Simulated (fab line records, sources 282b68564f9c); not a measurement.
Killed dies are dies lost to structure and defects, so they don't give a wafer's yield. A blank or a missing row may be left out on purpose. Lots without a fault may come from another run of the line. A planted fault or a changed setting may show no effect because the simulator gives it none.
Split-lot experiment | flow rit_cmos | 5 lots, 23 wafers read, on a route of 202 steps

THE SPLIT
At RIT_NLDD_COAT_01 (resist thk 1000 nm), the setting spin_rpm was moved away from the recipe's 3250 rpm on 8 of the 23 wafers read, by -7.1% to +5.1%. The other wafers ran this setting at the recipe's value.

FROM THE SPLIT TO THE READING: what the file shows between them, 3 steps
- RIT_NLDD_SOFTBAKE_02: time 60 s
- RIT_NLDD_EXPOSE_03: exposes mask M7, target cd 40700 nm
- RIT_NLDD_DEVELOP_05: develop time 50 s

THE READING
NOVOLAK_of_NLDD_COAT_01.thk_nm (the simulator's own value, which no gauge read), in nm, at RIT_NLDD_HARDBAKE_07 (time 60 s). The file gives no usual value for it. The 15 wafers here that ran the recipe average 886.2 nm, standard deviation 1.3 nm.

wafer  | tool, chamber at the split | spin_rpm as run, rpm | against the recipe | NOVOLAK_of_NLDD_COAT_01.thk_nm, nm | against lot-mates on the recipe
L074.1 | litho_track-04, 0          | 3250                 | recipe             | 885.2                              | -
L074.2 | litho_track-04, 0          | 3321                 | +2.2%              | 877.6                              | -8.3
L074.3 | litho_track-04, 0          | 3250                 | recipe             | 886.6                              | -
L074.4 | litho_track-04, 0          | 3250                 | recipe             | 885.9                              | -
L074.6 | litho_track-04, 0          | 3321                 | +2.2%              | 879.4                              | -6.5
L075.1 | litho_track-04, 0          | 3415                 | +5.1%              | 866.3                              | -20.1
L075.2 | litho_track-04, 0          | 3250                 | recipe             | 887                                | -
L075.4 | litho_track-04, 0          | 3250                 | recipe             | 886.2                              | -
L075.5 | litho_track-04, 0          | 3415                 | +5.1%              | 864.9                              | -21.5
L075.6 | litho_track-04, 0          | 3250                 | recipe             | 886                                | -
L078.1 | litho_track-02, 0          | 3250                 | recipe             | 887                                | -
L078.3 | litho_track-02, 0          | 3250                 | recipe             | 884.2                              | -
L078.4 | litho_track-02, 0          | 3250                 | recipe             | 888.4                              | -
L080.1 | litho_track-01, 0          | 3090                 | -4.9%              | 909.7                              | +22.6
L080.2 | litho_track-01, 0          | 3250                 | recipe             | 889                                | -
L080.3 | litho_track-01, 0          | 3250                 | recipe             | 885.6                              | -
L080.4 | litho_track-01, 0          | 3090                 | -4.9%              | 910                                | +22.9
L080.6 | litho_track-01, 0          | 3250                 | recipe             | 886.7                              | -
L084.1 | litho_track-02, 0          | 3019                 | -7.1%              | 919.7                              | +34.4
L084.2 | litho_track-02, 0          | 3250                 | recipe             | 883.7                              | -
L084.3 | litho_track-02, 0          | 3250                 | recipe             | 885.7                              | -
L084.4 | litho_track-02, 0          | 3019                 | -7.1%              | 919.2                              | +33.9
L084.5 | litho_track-02, 0          | 3250                 | recipe             | 886.5                              | -

THE FIT
A straight line over all 23 wafers: NOVOLAK_of_NLDD_COAT_01.thk_nm changes by -4.47 nm for each +1% of spin_rpm; r = -0.99; the points scatter about the line by 1.5 nm.
The same after taking each lot's own level away (the mean of its wafers on the recipe; 23 wafers): -4.5 nm for each +1%; r = -0.99; scatter 1.5 nm.
On that fit, the largest move of spin_rpm shifts the reading by 32 nm.
The lots' own levels span 885.30 to 887.10 nm, that is 1.4 times the standard deviation above.
So the lot-to-lot level changes the slope little: the two slopes agree.
Check: with one of the wafers moved furthest among these (-7.1%) left out of the fit, the line predicts +32 nm for it against its lot-mates. It came out at +34.4 nm against them.

OTHER SPLITS ON THESE WAFERS
These wafers also went through other splits before the reading. Each is held against what the fit with the lots' levels taken away leaves over:
other split on the same wafers       | wafers away from the commonest value | r with NOVOLAK_of_NLDD_COAT_01.thk_nm (lot level and that fit taken away)
RIT_ACTIVE_OXIDATION_01 ox_time_s    | 18                                   | +0.01
RIT_ACTIVE_DEVELOP_10 develop_time_s | 11                                   | +0.19
RIT_FOX2_OXIDATION_00 ox_time_s      | 10                                   | +0.18
RIT_PWELL_COAT_01 resist_thk_nm      | 11                                   | -0.10
RIT_PWELL_IMPLANT_08 energy_kev      | 4                                    | +0.12
RIT_NRETRO_COAT_01 resist_thk_nm     | 7                                    | +0.25
RIT_GATE_OXIDATION_05 ox_time_s      | 10                                   | +0.15
RIT_GATE_DEVELOP_15 dev_temp_c       | 5                                    | +0.11

THE WHOLE CHAIN: every reading that the file lists as answering this split, in the file's order
step                 | what it does       | reading                                                                         | change (the file's fit)              | r (the file's)
RIT_NLDD_COAT_01     | resist thk 1000 nm | NOVOLAK_of_NLDD_COAT_01.thk_nm (the simulator's own value, which no gauge read) | -5.17 nm for each +1% of the setting | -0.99
RIT_NLDD_HARDBAKE_07 | time 60 s          | NOVOLAK_of_NLDD_COAT_01.thk_nm (the simulator's own value, which no gauge read) | -4.53 nm for each +1% of the setting | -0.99

THE FILE'S OWN FIT
NOVOLAK_of_NLDD_COAT_01.thk_nm changes by -4.53 nm for each +1% of spin_rpm, r = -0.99.
